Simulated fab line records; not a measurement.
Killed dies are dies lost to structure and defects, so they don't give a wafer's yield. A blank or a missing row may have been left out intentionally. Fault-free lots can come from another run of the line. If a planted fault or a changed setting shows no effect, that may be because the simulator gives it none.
Lot-split experiment | flow berkeley cmos170 | 23 wafers read across 5 lots, on a route 331 steps long

THE SPLIT ITSELF
At UCB170_M1_SPUTTER_00 (material Al, target thk 600 nm, time 80 s), the setting time s was moved away from the recipe's 80 s on 8 of the 23 wafers read, by -4.4% to +13.4%. The other wafers ran this setting at the recipe's value.

FROM THE SPLIT TO THE READING: what the file shows between them, 3 steps
- UCB170_M1_RS_MEAS_01: measures by four-point-probe
- UCB170_M1_THK_MEAS_02: measures by xrf
- UCB170_M1_ETCH_11: etches BARC in N2/H2 (also split here: bias w)

THE READING
oes product au, in a.u., at UCB170_M1_METAL_ETCH_12 (etches Al in Cl2/BCl3, stops on PSG, target depth 780 nm, time 130 s). Fault-free wafers of this fab line usually give 0.859 a.u., standard deviation 0.01 a.u.

wafer  | tool, chamber at the split | time s as run, s | against the recipe | oes product au, a.u. | against lot-mates on the recipe
L074.2 | pvd sputter-04, -          | 80               | recipe             | 0.854                | -
L074.3 | pvd sputter-04, -          | 90.75            | +13.4%             | 0.934                | +0.076
L074.4 | pvd sputter-04, -          | 80               | recipe             | 0.862                | -
L074.5 | pvd sputter-04, -          | 90.75            | +13.4%             | 0.930                | +0.072
L074.6 | pvd sputter-04, -          | 90.75            | +13.4%             | 0.945                | +0.087
L075.1 | pvd sputter-04, -          | 89.45            | +11.8%             | 0.918                | +0.047
L075.2 | pvd sputter-04, -          | 89.45            | +11.8%             | 0.926                | +0.055
L075.3 | pvd sputter-04, -          | 80               | recipe             | 0.868                | -
L075.4 | pvd sputter-04, -          | 80               | recipe             | 0.874                | -
L075.5 | pvd sputter-04, -          | 89.45            | +11.8%             | 0.920                | +0.049
L081.1 | pvd sputter-03, -          | 80               | recipe             | 0.840                | -
L081.2 | pvd sputter-03, -          | 80               | recipe             | 0.843                | -
L081.3 | pvd sputter-03, -          | 76.49            | -4.4%              | 0.833                | -0.009
L081.5 | pvd sputter-03, -          | 80               | recipe             | 0.844                | -
L081.6 | pvd sputter-03, -          | 76.49            | -4.4%              | 0.828                | -0.014
L077.2 | pvd sputter-04, -          | 80               | recipe             | 0.845                | -
L077.3 | pvd sputter-04, -          | 80               | recipe             | 0.856                | -
L077.4 | pvd sputter-04, -          | 80               | recipe             | 0.856                | -
L077.5 | pvd sputter-04, -          | 80               | recipe             | 0.866                | -
L077.6 | pvd sputter-04, -          | 80               | recipe             | 0.858                | -
L082.1 | pvd sputter-02, -          | 80               | recipe             | 0.859                | -
L082.2 | pvd sputter-02, -          | 80               | recipe             | 0.854                | -
L082.5 | pvd sputter-02, -          | 80               | recipe             | 0.858                | -

THE FIT
A straight line over all 23 wafers: oes product au changes by +0.0058 a.u. for each +1% of time s; r = +0.97; the points scatter about the line by 0.0085 a.u.
The same after taking each lot's own level away (the mean of its wafers on the recipe; 23 wafers): +0.00496 a.u. for each +1%; r = +0.97; scatter 0.0077 a.u.
That fit puts the effect of the largest move of time s on the reading at 0.067 a.u.
Across the lots, their own levels run from 0.8423 to 0.8710 a.u., a range of 2.9 times the standard deviation given above.
In other words, the slope is changed by the lot-to-lot level; the two fits disagree.
Check: +0.0662 a.u. against its lot-mates is what the line predicts for one of the wafers moved furthest among these (+13.4%) when that wafer is left out of the fit. Against them it came out at +0.076 a.u.

THE OTHER SPLITS THESE WAFERS WENT THROUGH
These wafers also went through other splits before the reading. Each is held against what the fit with the lots' levels taken away leaves over:
other split on the same wafers    | wafers away from the commonest value | r with oes product au (lot level and that fit taken away)
UCB170_SILICIDE_SPUTTER_01 time s | 12                                   | -0.11
UCB170_M1_ETCH_11 bias w          | 10                                   | +0.04

THE WHOLE CHAIN: every reading that the file lists as answering this split, in the file's order
step                    | what it does                                                         | reading                                                                     | change (the file's fit)                   | r (the file's)
UCB170_M1_SPUTTER_00    | material Al, target thk 600 nm, time 80 s                            | Al_of_M1_SPUTTER_00.thk nm (the simulator's own value, which no gauge read) | +5.74 nm for each +1% of the setting      | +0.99
UCB170_M1_RS_MEAS_01    | measures by four-point-probe                                         | M1_AL_RS                                                                    | -0.000421 for each +1% of the setting     | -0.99
UCB170_M1_THK_MEAS_02   | measures by xrf                                                      | M1_AL_THK                                                                   | +5.82 for each +1% of the setting         | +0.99
UCB170_M1_METAL_ETCH_12 | etches Al in Cl2/BCl3, stops on PSG, target depth 780 nm, time 130 s | oes product au                                                              | +0.00499 a.u. for each +1% of the setting | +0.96

THE FILE'S OWN FIT
oes product au changes by +0.00499 a.u. for each +1% of time s, r = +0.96.
